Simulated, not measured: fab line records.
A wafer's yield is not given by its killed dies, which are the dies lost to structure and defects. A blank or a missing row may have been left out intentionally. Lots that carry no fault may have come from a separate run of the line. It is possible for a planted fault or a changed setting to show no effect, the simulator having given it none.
Split-lot study | flow ritCmos | route with 202 steps; 5 lots, 23 wafers read

ON THE SPLIT
At RIT_PLDD_COAT_01 (resist thk 1000 nm), the setting resistThkNm was moved away from the recipe's 1000 nm on 7 of the 23 wafers read, by +4.3% to +5.0%. The other wafers ran this setting at the recipe's value.

The reading is taken at the split's own step.

THE READING
NOVOLAK_of_PLDD_COAT_01.thkNm (the simulator's own value, which no gauge read), in nm, at RIT_PLDD_COAT_01 (resist thk 1000 nm). The file does not state a usual value for it. The 16 wafers here that ran the recipe average 999.3 nm, standard deviation 2.1 nm.

wafer  | tool, chamber at the split | resistThkNm as run, nm | against the recipe | NOVOLAK_of_PLDD_COAT_01.thkNm, nm | against lot-mates on the recipe
L076.1 | lithoTrack-02, 0           | 1000                   | recipe             | 1002                              | -
L076.2 | lithoTrack-02, 0           | 1050                   | +5.0%              | 1052                              | +49.7
L076.3 | lithoTrack-02, 0           | 1000                   | recipe             | 1005                              | -
L076.4 | lithoTrack-02, 0           | 1000                   | recipe             | 1000                              | -
L076.6 | lithoTrack-02, 0           | 1050                   | +5.0%              | 1056                              | +53.7
L077.1 | lithoTrack-02, 0           | 1000                   | recipe             | 998.6                             | -
L077.2 | lithoTrack-02, 0           | 1000                   | recipe             | 999.4                             | -
L077.3 | lithoTrack-02, 0           | 1000                   | recipe             | 999.3                             | -
L077.4 | lithoTrack-02, 0           | 1000                   | recipe             | 1001                              | -
L077.6 | lithoTrack-02, 0           | 1000                   | recipe             | 996.3                             | -
L078.1 | lithoTrack-02, 0           | 1000                   | recipe             | 999.4                             | -
L078.2 | lithoTrack-02, 0           | 1000                   | recipe             | 999                               | -
L078.3 | lithoTrack-02, 0           | 1049                   | +4.9%              | 1047                              | +47.8
L078.5 | lithoTrack-02, 0           | 1049                   | +4.9%              | 1047                              | +47.8
L078.6 | lithoTrack-02, 0           | 1049                   | +4.9%              | 1046                              | +46.8
L082.2 | lithoTrack-03, 0           | 1000                   | recipe             | 997                               | -
L082.3 | lithoTrack-03, 0           | 1043                   | +4.3%              | 1038                              | +39.9
L082.4 | lithoTrack-03, 0           | 1000                   | recipe             | 999                               | -
L082.5 | lithoTrack-03, 0           | 1000                   | recipe             | 998.3                             | -
L082.6 | lithoTrack-03, 0           | 1043                   | +4.3%              | 1039                              | +40.9
L084.1 | lithoTrack-02, 0           | 1000                   | recipe             | 996.5                             | -
L084.2 | lithoTrack-02, 0           | 1000                   | recipe             | 998.2                             | -
L084.5 | lithoTrack-02, 0           | 1000                   | recipe             | 999.1                             | -

THE FIT
A straight line over all 23 wafers: NOVOLAK_of_PLDD_COAT_01.thkNm changes by +9.96 nm for each +1% of resistThkNm; r = +0.99; the points scatter about the line by 2.7 nm.
The same after taking each lot's own level away (the mean of its wafers on the recipe; 23 wafers): +9.83 nm for each +1%; r = +1.00; scatter 1.7 nm.
According to that fit, moving resistThkNm by its largest amount changes the reading by 49 nm.
The lots' own levels span 997.93 to 1002.33 nm, that is 2.1 times the standard deviation above.
Consequently the slope shifts little with the lot-to-lot level, the two slopes agreeing.
Check: +49 nm against its lot-mates is what the line predicts for one of the wafers moved furthest among these (+5.0%) when that wafer is left out of the fit. It came out at +49.7 nm against them.

THESE WAFERS: OTHER SPLITS
Note: prior to the reading, these wafers also went through further splits. Each is held against what the fit with the lots' levels taken away leaves over:
other split on the same wafers    | wafers away from the commonest value | r with NOVOLAK_of_PLDD_COAT_01.thkNm (lot level and that fit taken away)
RIT_ACTIVE_CVD_03 sih2cl2FlowSccm | 15                                   | +0.21
RIT_FOX2_OXIDATION_00 tempC       | 15                                   | +0.28
RIT_FOX2_WET_ETCH_03 timeS        | 18                                   | +0.33
RIT_NWELL_IMPLANT_08 energyKev    | 8                                    | +0.50
RIT_PWELL_IMPLANT_08 energyKev    | 8                                    | +0.10
RIT_NRETRO_IMPLANT_08 doseCm2     | 5                                    | -0.03
RIT_GATE_CLEAN_04 timeS           | 15                                   | +0.27
RIT_GATE_CVD_08 tempC             | 18                                   | -0.31
RIT_GATE_EXPOSE_13 doseMj         | 7                                    | -0.16

FILE'S OWN FIT
NOVOLAK_of_PLDD_COAT_01.thkNm changes by +9.87 nm for each +1% of resistThkNm, r = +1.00.
